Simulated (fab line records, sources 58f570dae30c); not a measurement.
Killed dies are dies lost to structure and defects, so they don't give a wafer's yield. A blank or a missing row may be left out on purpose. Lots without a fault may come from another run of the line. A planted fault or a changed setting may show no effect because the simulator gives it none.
One fault seen from 2 desks | flow berkeley_cmos170 | each desk has only its own numbers; what lay behind them comes last

THE TOOL OWNER'S DESK: implanter-01
The tool's own readings at UCB170_PSD_IMPLANT_08: means of the sampled wafers that have a number, for each lot that ran on this tool. A lot is out of limits, marked OUT, if its mean lies more than 4 standard deviations from the usual mean; the brackets give that distance.
Columns: A = beam_on_s at UCB170_PSD_IMPLANT_08, usual 9.98 s; B = dose_ions_cm2 at UCB170_PSD_IMPLANT_08, usual 2.999e+15; C = faraday_current_uA at UCB170_PSD_IMPLANT_08, usual 9275
lot  | first seen here | A     | B                   | C
L994 | day 8 19:36     | 10.18 | 3.002e+15           | 9111
L998 | day 10 09:40    | 10.09 | 3.001e+15           | 9170
L999 | day 10 10:20    | 9.86  | 2.729e+15 (-84) OUT | 8536 (-4.1) OUT
L108 | day 10 23:38    | 9.87  | 2.730e+15 (-84) OUT | 8574
This desk's finding: out of limits on L108, L999; first on L999, day 10 10:20 (dose_ions_cm2 at UCB170_PSD_IMPLANT_08). In limits: L994, L998.

THE METROLOGY DESK
What the gauges read, lot by lot, whatever tool the lot ran on: means of the sampled wafers that have a number. A lot is out of limits, marked OUT, if its mean lies more than 4 standard deviations from the usual mean; the brackets give that distance.
Columns: A = PSD_TW at UCB170_PSD_TW_MEAS_10, usual 2315; B = cd_nm at UCB170_NSD_CD_MEAS_06, usual 1199.7 nm; C = PSD_RS at UCB170_SDANNEAL_RS_MEAS_02, usual 75.6 ohm/sq
lot  | first seen here | A               | B      | C
L992 | day 8 07:46     | 2293            | 1197.3 | 75.7
L991 | day 8 08:08     | 2339            | 1198.1 | 75.9
L993 | day 8 19:28     | 2340            | 1199.7 | 75.5
L995 | day 8 19:35     | 2291            | 1200.2 | 75.6
L994 | day 8 19:51     | 2312            | 1200.4 | 75.4
L996 | day 9 19:56     | 2283            | 1197.5 | 75.5
L100 | day 10 04:25    | 2289            | 1197.9 | 75.8
L998 | day 10 09:55    | 2340            | 1198.8 | 75.4
L101 | day 10 10:01    | 2322            | 1201.8 | 76.1
L997 | day 10 10:19    | 2280            | 1201.1 | 75.7
L999 | day 10 10:34    | 2271            | 1200.1 | 81.6 (+19) OUT
L108 | day 10 23:53    | 2219 (-4.6) OUT | 1200.4 | 80.8 (+16) OUT
L106 | day 11 00:23    | 2294            | 1201.3 | 75.7
L111 | day 12 04:05    | 2334            | 1201.9 | 75.4
This desk's finding: out of limits on L108, L999; first on L999, day 10 14:54 (PSD_RS at UCB170_SDANNEAL_RS_MEAS_02). In limits: L992, L991, L993, L995, L994, L996, L100, L998, L101, L997, L106, L111.

PUT TOGETHER
The tool owner's desk could have raised an alarm at day 10 10:20, on L108, L999.
The metrology desk could have raised an alarm at day 10 14:54, on L108, L999.
Of the lots named, all ran UCB170_PSD_IMPLANT_08 on implanter-01.

WHAT THE SIMULATOR HAD PUT IN
Process parameter drift: implanter-01, from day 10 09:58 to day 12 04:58, at UCB170_PSD_IMPLANT_08. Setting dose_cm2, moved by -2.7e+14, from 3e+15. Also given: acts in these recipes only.
Lots struck among those shown: L108, L999.
Hours from the fault's start to each desk's first reading out of limits: the tool owner's desk, 0; the metrology desk, 5.
